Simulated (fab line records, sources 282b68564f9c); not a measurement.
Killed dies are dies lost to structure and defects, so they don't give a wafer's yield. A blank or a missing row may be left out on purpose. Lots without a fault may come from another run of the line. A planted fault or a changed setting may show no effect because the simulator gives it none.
A struck lot beside a sound one | flow rit_cmos | 15 steps out of a route of 202
Sound: wafers L866.1, L866.2, L866.6. Struck: wafers L879.1, L879.2, L879.4. The cause comes at the end.
At each step with rows: each side's tool, then ch and its chambers, then its first start. Under that, the readings that differ: sound wafers | struck wafers | difference of the means | sigmas: that difference in standard deviations of wafers without a fault.
alike: readings whose means differ by less than 2 such deviations, and words and numbers that are the same on both sides. not compared: withheld readings, readings that some wafer has no value for, bounds like >300 that may hide the same value, and numbers for which the record gives no deviation and whose values overlap.
The two part at a step that has a row with sigmas, a row that says differs or no value, or rows on one side only. Numbers that don't overlap but have no deviation are shown without sigmas and don't part them. A reading that every wafer of one side lacks parts them only if that side has two wafers or more.

RIT_SILICIDE_RS_MEAS_02: measures by four-point-probe.
  sound on film_metro-04, day 4 07:33; struck on film_metro-04, day 6 20:55
  alike: SILICIDE_TI_RS
RIT_SILICIDE_THK_MEAS_03: measures by xrf.
  sound on film_metro-04, day 4 07:40; struck on film_metro-04, day 6 21:02
  alike: SILICIDE_TI_THK
RIT_SILICIDE_RTA_04: time 10 s, ramp up 5 s, ramp down 5 s.
  sound on rtp_anneal-02 ch 0, day 4 07:44; struck on rtp_anneal-01 ch 0, day 6 21:06
  alike: wafer_temp_C_max
then, 1 step without rows for these wafers: RIT_SILICIDE_WET_ETCH_05 (etches Ti in SPM, time 120 s).
RIT_SILICIDE_RTA_06: time 10 s, ramp up 5 s, ramp down 10 s.
  sound on rtp_anneal-01 ch 0, day 4 07:50; struck on rtp_anneal-02 ch 0, day 6 21:13
  alike: wafer_temp_C_max
RIT_CONTACT_CVD_00: deposits SiO2 from TEOS, target thk 400 nm, time 61 s.
  sound on pecvd-01 ch 0,2, day 4 07:54; struck on pecvd-04 ch 0,1, day 6 21:17
  alike: heater_power_w, rf_fwd_power_W
RIT_CONTACT_THK_MEAS_01:
  sound on film_metro-04, day 4 07:58; struck on film_metro-02, day 6 21:20
  alike: CONTACT_TEOS_THK
then, 5 steps without rows for these wafers: RIT_CONTACT_HMDS_02 (prime time 60 s); RIT_CONTACT_COAT_03 (resist thk 1000 nm); RIT_CONTACT_SOFTBAKE_04 (time 60 s); RIT_CONTACT_EXPOSE_05 (exposes mask M11, target cd 1000 nm); RIT_CONTACT_PEB_06.
RIT_CONTACT_DEVELOP_07: develop time 120 s.
  sound on litho_track-04 ch 0, day 4 08:00; struck on litho_track-02 ch 0, day 6 22:00
  reading              | sound             | struck            | difference | sigmas
  developer_temp_C (C) | 23.00 23.01 23.03 | 22.18 22.14 22.41 | -0.77      | -7
  alike: exhaust_pa
RIT_CONTACT_CD_MEAS_08: target cd 1000 nm.
  sound on cd_sem-01, day 4 09:07; struck on cd_sem-02, day 6 22:29
  reading    | sound             | struck               | difference | sigmas
  cd_nm (nm) | 996.9 999.7 997.1 | 1006.2 1003.1 1004.1 | +6.6       | +3
RIT_M1_PROBE_99:
  sound on prober-02, day 4 14:29; struck on prober-01, day 7 03:49
  alike: killed_at_front_end, killed_dies, killed_open, killed_short

WHERE THEY PART
First at RIT_CONTACT_DEVELOP_07; last, within this record, at RIT_CONTACT_CD_MEAS_08. Later steps at which nothing parts them and some readings are alike: RIT_M1_PROBE_99.

WHY: what the simulator had put in
Process parameter drift: litho_track-02, from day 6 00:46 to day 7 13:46, at RIT_CONTACT_DEVELOP_07. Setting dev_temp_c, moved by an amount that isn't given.
